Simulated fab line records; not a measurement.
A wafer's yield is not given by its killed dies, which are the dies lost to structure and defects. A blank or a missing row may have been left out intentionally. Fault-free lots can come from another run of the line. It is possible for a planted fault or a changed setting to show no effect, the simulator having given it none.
The tool behind it: which one? | flow rit cmos | Sampling: 14 lots, 42 wafers, 2 of 202 route steps

WHAT THE GAUGES READ, wafer by wafer
Not one reading of a measure or inspect step in the record can be checked against a usual standard deviation.

TOOL THAT RAN EACH LOT (tool first, then ch and the chambers of the sampled wafers, then the start)
lot  | RIT_GATE_ETCH_19                | RIT_M1_PROBE_99
L528 | rie si-02 ch 1,2, day 2 14:07   | -
L530 | rie si-02 ch 1,2,3, day 3 01:04 | -
L531 | rie si-01 ch 0,1,3, day 3 03:33 | -
L532 | rie si-02 ch 1,2,3, day 3 11:16 | -
L533 | rie si-01 ch 0,1,2, day 3 15:41 | -
L534 | rie si-02 ch 0,2,3, day 3 23:43 | -
L535 | rie si-01 ch 1,2, day 4 01:34   | -
L536 | rie si-02 ch 0,1,3, day 4 07:26 | -
L538 | rie si-02 ch 1,2,3, day 4 19:17 | -
L540 | rie si-02 ch 0,1, day 5 04:38   | -
L541 | rie si-01 ch 0,1,2, day 5 08:27 | -
L542 | rie si-02 ch 1,2, day 5 13:30   | -
L545 | rie si-01 ch 1,2,3, day 6 03:56 | prober-01, day 7 00:28
L550 | rie si-02 ch 0,1,3, day 7 07:22 | -
- RIT_GATE_ETCH_19: etches poly-Si in SF6/CHF3/O2, stops on SiO2, time 165 s, target depth 312.5 nm.
- RIT_M1_PROBE_99

WHAT THE TOOLS THEMSELVES READ (means of the sampled wafers that have a number; where no wafer has one, the mark that the record gives instead)
RIT_GATE_ETCH_19.
lot  | tool      | drypump motor current A (A) | oes product au (a.u.) | rf fwd power W (W) | run length s (s) | throttle valve pct (%)
L528 | rie si-02 | 5.6                         | 0.875                 | 159.4              | 192.7            | 10.14
L530 | rie si-02 | 5.4                         | 0.862                 | 159.7              | 193.2            | 10.19
L531 | rie si-01 | 6.0                         | 0.876                 | 159.3              | 193.1            | 10.20
L532 | rie si-02 | 5.4                         | 0.862                 | 159.6              | 193.2            | 10.20
L533 | rie si-01 | 6.1                         | 0.863                 | 159.8              | 193.5            | 10.11
L534 | rie si-02 | 5.2                         | 0.859                 | 159.2              | 193.6            | 10.29
L535 | rie si-01 | 6.0                         | 0.868                 | 159.0              | 193.5            | 10.04
L536 | rie si-02 | 5.4                         | 0.869                 | 159.4              | 193.2            | 10.10
L538 | rie si-02 | 5.4                         | 0.868                 | 159.1              | 192.9            | 10.19
L540 | rie si-02 | 5.5                         | 0.865                 | 159.4              | 193.0            | 10.04
L541 | rie si-01 | 6.1                         | 0.859                 | 159.5              | 195.7            | 10.11
L542 | rie si-02 | 5.6                         | 0.875                 | 159.3              | 192.7            | 10.13
L545 | rie si-01 | 5.9                         | 0.860                 | 159.5              | 195.5            | 10.15
L550 | rie si-02 | 5.3                         | 0.869                 | 159.2              | 193.2            | 10.11

RIT_M1_PROBE_99.
lot  | tool      | killed at contacts | killed at front end | killed dies | killed open | killed short
L545 | prober-01 | 0.3                | 8                   | 8           | 3.7         | 4.3

THE ANSWER, worked out from the rows above alone
Rule: the lots themselves supply what counts as usual. Put in order of their means at a reading, lots are off if they are a third of the lots or fewer, leave a main group of 4 or more, and stand apart from it by a gap of 3 or more times the standard deviation of the main group's means; of several such gaps the widest counts. If all means in a main group match to the digits the tables above print for the reading, that group is not used. A lot without any number at a reading at which 4 lots or more have one is off too. All remaining lots with rows at the step are treated as sound. First the gauges in route order, then the tools' own readings, where a lot's mean is used as printed above. At the first step where some lot is off, the reading lying furthest off is the one used; lots without a number count as furthest.
Off, at RIT_GATE_ETCH_19 on run length s: L541, L545. Main group: mean 193.2 s, sd 0.28.
A tool fits if, at that step or a process step before it, it ran every lot that is off, and no sound lot after the first of them. One fits: rie si-01 at RIT_GATE_ETCH_19. A fault onset in the window from L535 (day 4 01:34, its last sound lot) to L541 (day 5 08:27, its first lot off) fits.
On the lots that are off, the tool's own readings at RIT_GATE_ETCH_19 differ by more than 5 times the standard deviation of the sound lots' means, which bears it out; run length s reads 195.6 s there versus 193.2 s on the sound lots.

WHAT HAD BEEN PUT IN BY THE SIMULATOR
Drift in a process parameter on rie si-01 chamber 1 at RIT_GATE_ETCH_19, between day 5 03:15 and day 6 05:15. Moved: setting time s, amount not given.
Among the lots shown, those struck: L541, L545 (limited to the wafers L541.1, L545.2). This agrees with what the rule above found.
